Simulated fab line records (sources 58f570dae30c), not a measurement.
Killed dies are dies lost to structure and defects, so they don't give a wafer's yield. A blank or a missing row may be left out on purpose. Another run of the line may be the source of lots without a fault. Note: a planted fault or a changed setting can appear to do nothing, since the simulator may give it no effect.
Struck lot and sound lot, side by side || flow berkeleyCmos170 || 24 out of 331 route steps
Sound: the wafers L988.1, L988.2, L988.6. The struck wafers were L993.1, L993.2, L993.5. The cause is named last.
At each step with rows: each side's tool, then ch and its chambers, then its first start. Under that, the readings that differ: sound wafers || struck wafers || difference of the means || sigmas: that difference in standard deviations of wafers without a fault.
alike: words and numbers the same on both sides, and readings whose means are apart by under 2 such deviations; not compared: readings that were withheld, readings missing a value for some wafer, numbers with overlapping values and no deviation given by the record, and bounds like >300 which may hide the same value.
Wherever a step has rows on one side only, a row that says differs or no value, or a row with sigmas, the two part there. Non-overlapping numbers with no deviation appear without sigmas and do not part them. A reading missing from all wafers of one side parts the sides only when that side holds two or more wafers.

first, 4 steps without rows for these wafers: UCB170_PWELL_WET_ETCH_19 (etches Si3N4 in H3PO4, time 14400 s); UCB170_PWELL_WET_ETCH_20 (etches SiO2 in BOE, time 22 s); UCB170_WELLDRIVE_CLEAN_00 (cleans in SPM, time 600 s); UCB170_WELLDRIVE_OXIDATION_01 (target thk 199 nm, ox time 9000 s).
UCB170_WELLDRIVE_THK_MEAS_02:
  sound on filmMetro-04, day 4 20:46; struck on filmMetro-01, day 5 22:25
  alike: WELLDRIVE_OXIDE_THK
then, 5 steps without rows for these wafers: UCB170_WELLDRIVE_ANNEAL_03 (time 900 s); UCB170_WELLDRIVE_WET_ETCH_04 (etches SiO2 in BOE, time 120 s); UCB170_ACTIVE_CLEAN_00 (cleans in SPM, time 600 s); UCB170_ACTIVE_CLEAN_01 (cleans in dHF, time 60 s); UCB170_ACTIVE_OXIDATION_02 (target thk 26.4 nm, ox time 1260 s).
UCB170_ACTIVE_THK_MEAS_03:
  sound on filmMetro-01, day 5 05:03; struck on filmMetro-01, day 6 07:34
  alike: ACTIVE_OXIDE_THK
then, 1 step without rows for these wafers: UCB170_ACTIVE_ANNEAL_04 (time 900 s).
UCB170_ACTIVE_CVD_05: deposits Si3N4 from SiH2Cl2/NH3, target thk 220 nm, time 3300 s.
  sound on lpcvd-02 ch 0, day 5 08:14; struck on lpcvd-02 ch 1, day 6 12:26
  alike: sih2cl2FlowSccm, spikeTcSourceC
UCB170_ACTIVE_THK_MEAS_06:
  sound on filmMetro-01, day 5 10:09; struck on filmMetro-02, day 6 14:24
{"reading": "ACTIVE_NITRIDE_THK (nm)", "sound": "216.2 216.9 218.4", "struck": "440.5 442.7 442.0", "difference": "+224.6", "sigmas": "+99 or more"}
then, 6 steps without rows for these wafers: UCB170_ACTIVE_HMDS_07 (prime time 60 s); UCB170_ACTIVE_COAT_08 (resist thk 900 nm); UCB170_ACTIVE_SOFTBAKE_09 (time 60 s); UCB170_ACTIVE_EXPOSE_10 (exposes mask ACTIVE, target cd 1200 nm); UCB170_ACTIVE_PEB_11; UCB170_ACTIVE_DEVELOP_12 (develop time 45 s).
UCB170_ACTIVE_CD_MEAS_13: the cd target is 1200 nm.
  sound on cdSem-01, day 5 11:03; struck on cdSem-02, day 6 15:26
  alike: cdNm
UCB170_ACTIVE_OVL_MEAS_14:
  sound on overlay-01, day 5 11:10; struck on overlay-02, day 6 15:33
  alike: ACTIVE_OVL
UCB170_ACTIVE_ETCH_15: etches Si3N4 in CH3F/Ar/O2, stops on SiO2, target depth 242 nm, time 151 s.
  sound on rieDiel-04 ch 1,2,3, day 5 11:12; struck on rieDiel-02 ch 1,2,3, day 6 15:35
{"reading": "oesProductAu (a.u.)", "sound": "0.961 0.931 0.921", "struck": "1.024 1.037 0.998", "difference": "+0.082", "sigmas": "+5"}
{"reading": "model.etch.depthNm (nm)", "sound": "216.1 217 218.2", "struck": "249.1 244.4 238.3", "difference": "+26.8", "sigmas": ""}
  alike: drypumpMotorCurrentA, throttleValvePct
  not compared: rfHoursCounterH
UCB170_ACTIVE_STRIP_16: strips in O2.
  sound on plasmaAsher-04 ch 0,1, day 5 11:18; struck on plasmaAsher-02 ch 0,1, day 6 15:41
{"reading": "o2FlowSccm (sccm)", "sound": "400.7 401.7 398.7", "struck": "399.6 396.9 397.4", "difference": -2.4, "sigmas": -2}
  alike: drypumpMotorCurrentA, oesProductAu, stripTimeToEndpointS
  not compared: rfHoursCounterH

## WHERE THEY PART
First at UCB170_ACTIVE_THK_MEAS_06; last, within this record, at UCB170_ACTIVE_STRIP_16.

WHY: the cause the simulator had injected
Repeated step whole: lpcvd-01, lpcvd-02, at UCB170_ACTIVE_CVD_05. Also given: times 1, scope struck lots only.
